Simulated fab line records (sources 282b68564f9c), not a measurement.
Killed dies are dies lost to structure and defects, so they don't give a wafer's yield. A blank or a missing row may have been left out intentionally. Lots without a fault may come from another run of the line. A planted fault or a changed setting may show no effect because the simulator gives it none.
The same fault as seen by 2 desks -- flow rit_cmos -- numbers are kept per desk, each desk with only its own; the story behind them comes last

== AT THE TOOL OWNER'S DESK: iline_stepper-02 ==
The tool's own readings at RIT_NRETRO_EXPOSE_03 (exposes mask M4, target cd 43900 nm): means of the sampled wafers that have a number, for each lot that ran on this tool. Marked OUT: a lot whose mean sits more than 4 standard deviations from the usual mean, which makes it out of limits; the brackets give that distance.
Columns: A = focus_offset_nm at RIT_NRETRO_EXPOSE_03, usual 0.0 nm; B = stage_vel_mm_s at RIT_NRETRO_EXPOSE_03, usual 499.94 mm/s
lot,first seen here,A,B
L866,day 2 19:22,-0.1,499.63
L876,day 4 18:47,-0.2,500.14
L877,day 4 23:17,0.2,499.99
L878,day 5 02:35,0.3,500.01
Result from this desk: across the 4 lots, nothing is out of limits.

== THE METROLOGY DESK ==
Means of the sampled wafers that have a number, per lot and without regard to the tool the lot ran on: this is what the gauges read. Marked OUT: a lot whose mean sits more than 4 standard deviations from the usual mean, which makes it out of limits; the brackets give that distance.
Columns: A = INCOMING_BOW at RIT_ACTIVE_BOW_MEAS_00, usual 0 um; B = NRETRO_OVL at RIT_NRETRO_OVL_MEAS_06, usual 1.1 nm; C = GATE_OVL at RIT_GATE_OVL_MEAS_17, usual -0.4 nm
lot,first seen here,A,B,C
L864,day 1 10:00,-1,1.4,0.4
L865,day 1 15:00,6,0.3,-2.3
L866,day 1 20:00,-2,1.5,-2.6
L867,day 2 01:01,-3,1.2,0.5
L868,day 2 06:00,1,-0.2,-0.1
L869,day 2 11:00,-1,0.8,-0.4
L875,day 3 17:00,1,-0.5,-1.2
L876,day 3 22:04,-3,8.1 (+4.7) OUT,-0.7
L877,day 4 03:00,3,5.6,-0.4
L878,day 4 08:00,1,7.5 (+4.3) OUT,-0.1
L886,day 6 00:01,0,0.9,-1.1
L887,day 6 05:01,5,1.4,-1.2
Per this desk, out of limits: L876, L878; the first was L876, day 4 19:10 (NRETRO_OVL at RIT_NRETRO_OVL_MEAS_06). In limits: L864, L865, L866, L867, L868, L869, L875, L877, L886, L887.

== BROUGHT TOGETHER ==
An alarm was possible from the metrology desk at day 4 19:10, on L876, L878.
The desk of the tool owner found nothing out of limits.
Tool owner's desk: L876, L878 on record, inside its limits.
All the named lots went through RIT_NRETRO_EXPOSE_03 on iline_stepper-02.

== WHAT THE SIMULATOR PUT IN ==
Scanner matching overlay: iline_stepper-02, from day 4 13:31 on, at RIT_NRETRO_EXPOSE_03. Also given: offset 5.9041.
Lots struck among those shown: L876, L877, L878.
Time in hours between the start of the fault and the first out-of-limits reading at each desk: metrology desk, 6.
